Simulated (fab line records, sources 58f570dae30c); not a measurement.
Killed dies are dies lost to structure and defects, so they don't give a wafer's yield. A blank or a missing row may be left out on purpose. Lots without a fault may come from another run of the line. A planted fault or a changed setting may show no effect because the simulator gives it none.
fab line records | flow berkeley_cmos170
record lots=5 wafers=15 last_day=11
route steps=331 shown PLDD@149 NLDD@158
lots that met no fault: from a run of the same line without faults
start_h: hours from the record's first day to the start of the lot's first wafer shown | wait_h: hours since the lot's step before | " the same as in the row above | L1.1+2: a row that stands for several wafers | - no value, or no start given | * or withheld: withheld | < > ~ a bound
route shown NAME@n: a module of which the file shows steps, and the number in the route of the first | usual: mean/standard deviation of fault-free wafers | same: alike in all rows | chamber/n: place in a boat | sites: the reading at each site | _std_site: their standard deviation | _edge_site: outer sites' mean less inner sites' | radius_mm: how far each site lies from the wafer's centre | mask NAME#n: copy n | behind: the tool/chamber that last shaped the wafer | hold: why the lot was held/for how many hours/how that ended | device: the transistor (n, p or np) that didn't switch | end of line: the same wafers' tests at the end of the route | a step without rows: its recipe alone | killed: dies lost to structure and defects at the first sort, not the wafer's yield | map: a wafer's dies, x killed, . not, _ none there
set.NAME: the setting as run; set.NAME@STEP: as run at that earlier step | model.NAME: the simulator's own value behind a step, which no gauge read
lots at some steps of the route; a table a step, a row a wafer
services: from which hour (start_h, from the record's first day; less than 0 if before it) a tool's chamber was out of use, for how many hours, and why
## steps
# step UCB170_PLDD_PEB_04
# recipe peb_temp_c=130 peb_time_s=withheld resist=KrF
# step UCB170_PLDD_DEVELOP_05
# recipe developer=TMAH develop_time_s=45 resist=KrF dev_temp_c=21
# step UCB170_PLDD_CD_MEAS_06
# recipe target_cd_nm=1200
# usual cd_nm=1199.8/1.6
# columns lot.wafer tool chamber start_h wait_h cd_nm
L659.1 cd_sem-01 - 115.64 - 1199.1
L659.3 " - " " 1199.8
L659.6 " - " " 1200.9
L666.1 cd_sem-02 - 157.15 - 1198.2
L666.2 " - " " 1199.0
L666.4 " - " " 1197.8
L673.2 cd_sem-01 - 192.17 - 1200.8
L673.3 " - " " 1201.0
L673.5 " - " " 1200.0
L677.1 cd_sem-02 - 219.38 - 1198.6
L677.2 " - " " 1198.3
L677.6 " - " " 1198.3
L678.2 cd_sem-01 - 219.79 - 1198.1
L678.4 " - " " 1199.4
L678.6 " - " " 1198.0
# step UCB170_PLDD_OVL_MEAS_07
# usual PLDD_OVL=-2/4.5
# columns lot.wafer tool chamber start_h wait_h PLDD_OVL[nm]
L659.1 overlay-02 - 115.76 0.1 -2
L659.3 " - " " -1
L659.6 " - " " 4
L666.1 overlay-01 - 157.27 0.1 -4
L666.2 " - " " -6
L666.4 " - " " -7
L673.2 overlay-02 - 192.27 0.1 -1
L673.3 " - " " -3
L673.5 " - " " 5
L677.1 overlay-01 - 219.50 0.1 1
L677.2 " - " " -3
L677.6 " - " " -5
L678.2 overlay-02 - 219.89 0.1 3
L678.4 " - " " 10
L678.6 " - " " -2
# step UCB170_PLDD_IMPLANT_08
# recipe species=BF2 dose_cm2=5e+13 energy_kev=10 tilt_deg=7 rotation_deg=0
# step UCB170_PLDD_IMPLANT_09
# recipe species=BF2 dose_cm2=5e+13 energy_kev=10 tilt_deg=7 rotation_deg=180
# step UCB170_PLDD_STRIP_10
# recipe chemistry=O2 power_w=400 pressure_mtorr=3500 platen_temp_c=withheld o2_flow_sccm=400 overash_fraction=0.5
# usual drypump_motor_current_A=5.7/0.43 o2_flow_sccm=400.1/1.2 oes_product_au=0.734/0.0043 strip_time_to_endpoint_s=21.61/0.069
# columns lot.wafer tool chamber start_h wait_h drypump_motor_current_A o2_flow_sccm oes_product_au rf_hours_counter_h strip_time_to_endpoint_s
L659.1 plasma_asher-03 1 116.10 0.1 5.5 402.6 0.738 42 21.57
L659.3 " 0 " " 6.0 401.8 0.738 - 21.57
L659.6 " 1 " " 5.5 402.3 0.740 - 21.60
L666.1 plasma_asher-01 0 157.61 0.1 5.1 398.7 0.728 47 21.66
L666.2 " 1 " " 5.5 402.1 0.739 47 21.72
L666.4 " 0 " " 5.1 399.5 0.734 - 21.68
L673.2 plasma_asher-01 0 192.60 0.1 5.1 400.3 0.732 50 21.60
L673.3 " 0 " " 5.1 401.1 0.737 - 21.60
L673.5 " 0 " " 5.1 399.8 0.728 - 21.60
L677.1 plasma_asher-03 0 219.83 0.1 6.0 399.9 0.741 52 21.55
L677.2 " 1 " " 5.5 401.8 0.739 52 21.55
L677.6 " 0 " " 6.0 397.7 0.739 - 21.53
L678.2 plasma_asher-02 1 220.22 0.1 6.6 399.2 0.730 42 21.54
L678.4 " 0 " " 5.8 400.5 0.731 - 21.60
L678.6 " 1 " " 6.6 397.8 0.736 - 21.48
# step UCB170_PLDD_TW_MEAS_11
# usual PLDD_TW=1029/18
# columns lot.wafer tool chamber start_h wait_h PLDD_TW
L659.1 film_metro-02 - 116.20 0.1 1042
L659.3 " - " " 1042
L659.6 " - " " 1034
L666.1 film_metro-03 - 157.71 0.1 1015
L666.2 " - " " 1013
L666.4 " - " " 1007
L673.2 film_metro-01 - 192.71 0.1 1006
L673.3 " - " " 1008
L673.5 " - " " 1009
L677.1 film_metro-02 - 219.93 0.1 1049
L677.2 " - " " 1042
L677.6 " - " " 1049
L678.2 film_metro-02 - 220.33 0.1 1040
L678.4 " - " " 1042
L678.6 " - " " 1044
# step UCB170_PLDD_CLEAN_12
# recipe chemistry=SPM temp_c=120 time_s=600
# step UCB170_NLDD_HMDS_00
# recipe prime_time_s=60 prime_temp_c=100
# step UCB170_NLDD_COAT_01
# recipe resist=KrF spin_rpm=1500 resist_thk_nm=900
# step UCB170_NLDD_SOFTBAKE_02
# recipe resist=KrF temp_c=130 time_s=60
# step UCB170_NLDD_EXPOSE_03
# recipe mask_id=NSELECT na=0.5 sigma_outer=0.6 source_shape=conventional target_cd_nm=1200 dose_mj=30
# columns lot.wafer tool chamber start_h wait_h mask
L659.1+3+6 krf_scanner-01 0 117.37 0.1 NSELECT#0
L666.1+2+4 krf_scanner-01 0 158.60 0.2 PSELECT#0
L673.2+3+5 krf_scanner-02 0 194.31 0.2 NSELECT#0
L677.1+2+6 krf_scanner-02 0 221.41 0.1 NSELECT#0
L678.2+4+6 krf_scanner-01 0 221.89 0.2 NSELECT#0
# step UCB170_NLDD_PEB_04
# recipe peb_temp_c=130 peb_time_s=withheld resist=KrF
# step UCB170_NLDD_DEVELOP_05
# recipe developer=TMAH develop_time_s=45 resist=KrF dev_temp_c=21
# step UCB170_NLDD_CD_MEAS_06
# recipe target_cd_nm=1200
# usual cd_nm=1199.7/1.2
# columns lot.wafer tool chamber start_h wait_h cd_nm
L659.1 cd_sem-02 - 118.09 - 1200.1
L659.3 " - " " 1198.8
L659.6 " - " " 1200.1
L666.1 cd_sem-01 - 159.12 - -
L666.2 " - " " -
L666.4 " - " " -
L673.2 cd_sem-01 - 194.92 - 1199.2
L673.3 " - " " 1197.7
L673.5 " - " " 1197.7
L677.1 cd_sem-02 - 222.29 - 1199.9
L677.2 " - " " 1199.9
L677.6 " - " " 1200.2
L678.2 cd_sem-02 - 222.43 - 1200.0
L678.4 " - " " 1200.0
L678.6 " - " " 1199.8
# step UCB170_NLDD_OVL_MEAS_07
# usual NLDD_OVL=-1/4.7
# columns lot.wafer tool chamber start_h wait_h NLDD_OVL[nm]
L659.1 overlay-01 - 118.21 0.1 5
L659.3 " - " " -1
L659.6 " - " " 6
L666.1 overlay-02 - 159.24 0.1 -
L666.2 " - " " -
L666.4 " - " " -
L673.2 overlay-02 - 195.03 0.1 -2
L673.3 " - " " 0
L673.5 " - " " 0
L677.1 overlay-02 - 222.41 0.1 -10
L677.2 " - " " -5
L677.6 " - " " -7
L678.2 overlay-02 - 222.54 0.1 1
L678.4 " - " " 3
L678.6 " - " " -5
# step UCB170_NLDD_IMPLANT_08
# recipe species=As dose_cm2=5e+13 energy_kev=30 tilt_deg=7 rotation_deg=0
# step UCB170_NLDD_IMPLANT_09
# recipe species=As dose_cm2=5e+13 energy_kev=30 tilt_deg=7 rotation_deg=180
# step UCB170_NLDD_STRIP_10
# recipe chemistry=O2 power_w=400 pressure_mtorr=3500 platen_temp_c=withheld o2_flow_sccm=400 overash_fraction=0.5
# usual drypump_motor_current_A=5.7/0.5 o2_flow_sccm=400.1/1.1 oes_product_au=0.735/0.0046 strip_time_to_endpoint_s=21.63/0.069
# columns lot.wafer tool chamber start_h wait_h drypump_motor_current_A o2_flow_sccm oes_product_au rf_hours_counter_h strip_time_to_endpoint_s
L659.1 plasma_asher-01 1 118.55 0.1 5.5 400.4 0.729 43 21.68
L659.3 " 1 " " 5.5 399.4 0.742 - 21.64
L659.6 " 1 " " 5.6 401.9 0.741 - 21.65
L666.1 plasma_asher-02 1 159.57 0.1 6.5 402.9 0.730 36 21.60
L666.2 " 0 " " 5.8 399.8 0.742 36 21.68
L666.4 " 0 " " 5.8 399.6 0.730 - 21.68
L673.2 plasma_asher-01 0 195.36 0.1 5.1 401.5 0.733 51 21.82
L673.3 " 1 " " 5.6 400.9 0.735 - 21.83
L673.5 " 0 " " 5.1 401.2 0.736 - 21.85
L677.1 plasma_asher-04 1 222.75 0.1 5.3 399.5 0.736 11 21.55
L677.2 " 0 " " 6.3 399.3 0.732 11 21.63
L677.6 " 1 " " 5.3 397.9 0.731 - 21.53
L678.2 plasma_asher-04 1 222.87 0.1 5.3 399.2 0.735 11 21.54
L678.4 " 0 " " 6.3 400.2 0.741 - 21.53
L678.6 " 1 " " 5.3 401.1 0.736 - 21.57
# step UCB170_NLDD_TW_MEAS_11
# usual NLDD_TW=2238/35
# columns lot.wafer tool chamber start_h wait_h NLDD_TW
L659.1 film_metro-02 - 118.65 0.1 2286
L659.3 " - " " 2286
L659.6 " - " " 2287
L666.1 film_metro-02 - 159.67 0.1 31
L666.2 " - " " 31
L666.4 " - " " 31
L673.2 film_metro-01 - 195.47 0.1 2220
L673.3 " - " " 2216
L673.5 " - " " 2203
L677.1 film_metro-01 - 222.85 0.1 2196
L677.2 " - " " 2193
L677.6 " - " " 2191
L678.2 film_metro-03 - 222.98 0.1 2239
L678.4 " - " " 2239
L678.6 " - " " 2248
# step UCB170_NLDD_CLEAN_12
# recipe chemistry=SPM temp_c=120 time_s=600
## services
# columns tool chamber start_h hours kind
krf_scanner-02 0 103.31 - calibration
plasma_asher-04 - 108.75 9.0 pm
plasma_asher-04 0 108.75 9.0 vent_cycle
plasma_asher-04 1 108.75 9.0 vent_cycle
plasma_asher-04 0 117.75 - clean
plasma_asher-04 1 117.75 - clean
krf_scanner-01 0 121.21 - calibration
krf_scanner-02 - 138.36 1.0 pm
krf_scanner-01 - 159.99 4.0 pm
krf_scanner-02 - 167.63 0.8 pm
krf_scanner-02 - 176.70 0.6 repair
krf_scanner-02 - 178.46 2.4 repair
krf_scanner-02 - 187.03 1.9 repair
krf_scanner-01 - 204.52 1.3 pm
plasma_asher-02 - 206.09 1.5 repair
## key
first_sign step=UCB170_NLDD_EXPOSE_03 reading=mask direction=changed
effect step=UCB170_NLDD_CD_MEAS_06 reading=cd_nm direction=missing
effect step=UCB170_NLDD_OVL_MEAS_07 reading=NLDD_OVL direction=missing
effect step=UCB170_NLDD_TW_MEAS_11 reading=NLDD_TW direction=down sigmas=63 usual=2238 struck=31
met_at UCB170_NLDD_EXPOSE_03
struck_wafers L666.1,L666.2,L666.4
sort_left_out L666.1,L666.2,L666.4
tester_left_out L666
onset_between 117.37 158.60
fault kind=wrong_mask tool=any chamber=- onset_h=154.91 steps=UCB170_NLDD_EXPOSE_03 aux_copy=PSELECT#0 scope=struck_lots_only
# tester_left_out: of these lots the tester's yield and bins aren't shown, on N5 and GAA mostly nor the transistor test; their killed dies are dies lost to structure and defects alone, not to doping, threshold or leakage, so they don't give the yield
# sort_left_out: the simulated sort isn't trusted on such a fault, so these wafers' sort isn't shown, and their yield isn't known
